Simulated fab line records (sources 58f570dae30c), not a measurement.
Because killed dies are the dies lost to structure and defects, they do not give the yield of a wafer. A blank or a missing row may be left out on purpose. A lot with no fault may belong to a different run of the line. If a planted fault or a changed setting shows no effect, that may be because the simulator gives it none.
8D (eight disciplines) problem report, filled in by code	flow berkeley_cmos170	the parts of the form that need people (team, actions taken, sign-off) are left out

== 1. WHAT IS WRONG ==
Wafers free of any fault read 2338 (standard deviation 16) for PSD_TW at UCB170_PSD_TW_MEAS_10, against a mean of 2002 on 9 wafers of 3 lots. That puts it -21 standard deviations away from the usual mean.
First observed at day 10 01:04: wafer L480.1, on film_metro-03. Wafers with a number at this step in the record: 45, from 15 lots. Rule for "out" (also "out of limits"): further than 4 standard deviations from the usual mean. Any other wafer with a number is counted as sound.

== 2. WHAT THIS IS AND IS NOT ==
question	is	is not
which readings at this step	PSD_TW	-
which lots	L480, L482, L484	L464, L465, L466, L470, L471, L472, L473, L474, L475, L476, L477, L487
which wafers of those lots	all that have a number	-
read on which gauges	film_metro-02, film_metro-03	film_metro-04
when	from day 10 01:04	up to then (33 sound wafers); but 3 sound wafers of L487 came after

== 3. THE SUSPECTS, EACH WITH WHAT RULES IT OUT ==
Counting: any tool at a process step up to the reading is kept as a suspect provided that every lot that is out went through it and no sound lot did after the first of them.
- ruled out: the gauge at UCB170_PSD_TW_MEAS_10. Those wafers that are out were read across 2 gauges (film_metro-02, film_metro-03).
- implanter-01 at UCB170_PSD_IMPLANT_08: kept. Every lot that is out went through it, starting with L480 (day 10 00:49), and after that it ran no sound lot; the last sound lot it ran before then is L477 (day 9 17:01). Its own dose_ions_cm2, faraday_current_uA readings are out on those wafers.
Left after counting: implanter-01 at UCB170_PSD_IMPLANT_08.

== 4. THE CAUSE (what the simulator had put in) ==
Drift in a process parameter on implanter-01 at UCB170_PSD_IMPLANT_08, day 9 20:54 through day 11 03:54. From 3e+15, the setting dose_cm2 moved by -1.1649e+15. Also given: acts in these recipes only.
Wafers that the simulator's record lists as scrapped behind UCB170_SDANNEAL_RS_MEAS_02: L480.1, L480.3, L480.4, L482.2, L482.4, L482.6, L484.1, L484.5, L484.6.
This tool alone remained once counting was done.

== 5. SEQUENCE OF EFFECTS, ordered by route ==
Rows list readings where the struck wafers' mean (over those with a number) sits beyond 3 standard deviations from the usual. Scope: only readings with a usual standard deviation given in the record; hours: median across lots of the time from each lot's start at the first step in this table that gives one to its start at this step; sigmas: change in usual standard deviations.
hours	step	reading	usual	on struck wafers	change	sigmas
0	UCB170_PSD_IMPLANT_08	dose_ions_cm2	3.001e+15	1.834e+15	-1.167e+15	-99 or more
0	UCB170_PSD_IMPLANT_08	end_station_pressure_torr	1.26e-05 Torr	9.74e-06	-2.86e-06	-4.5
0	UCB170_PSD_IMPLANT_08	faraday_current_uA	9264	5752	-3512	-17
0	UCB170_PSD_STRIP_09	oes_product_au	0.600 a.u.	0.675	+0.075	+16
0	UCB170_PSD_STRIP_09	strip_time_to_endpoint_s	29.38 s	24.46	-4.92	-65
0	UCB170_PSD_TW_MEAS_10	PSD_TW	2338	2002	-336	-21
9	UCB170_SDANNEAL_RS_MEAS_02	PSD_RS	75.57 ohm/sq	106.01	+30.44	+99 or more
The process steps in it:
- UCB170_PSD_IMPLANT_08
- UCB170_PSD_STRIP_09: strips in O2.

== 6. HOW IT WOULD HAVE BEEN CAUGHT EARLIER ==
The first out-of-limits reading at a measuring or inspecting step in this record came at day 10 01:04, 4 hours after the fault's start at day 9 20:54.
Tool's own readings at UCB170_PSD_IMPLANT_08, dose_ions_cm2, faraday_current_uA: out on all struck wafers the step has rows for; an alarm limit on them would have tripped on the first.
Of the lots that are out (3), L482, L484 began UCB170_PSD_IMPLANT_08 on implanter-01 after day 10 01:04. A hold on the tool at that time would have spared those 2.
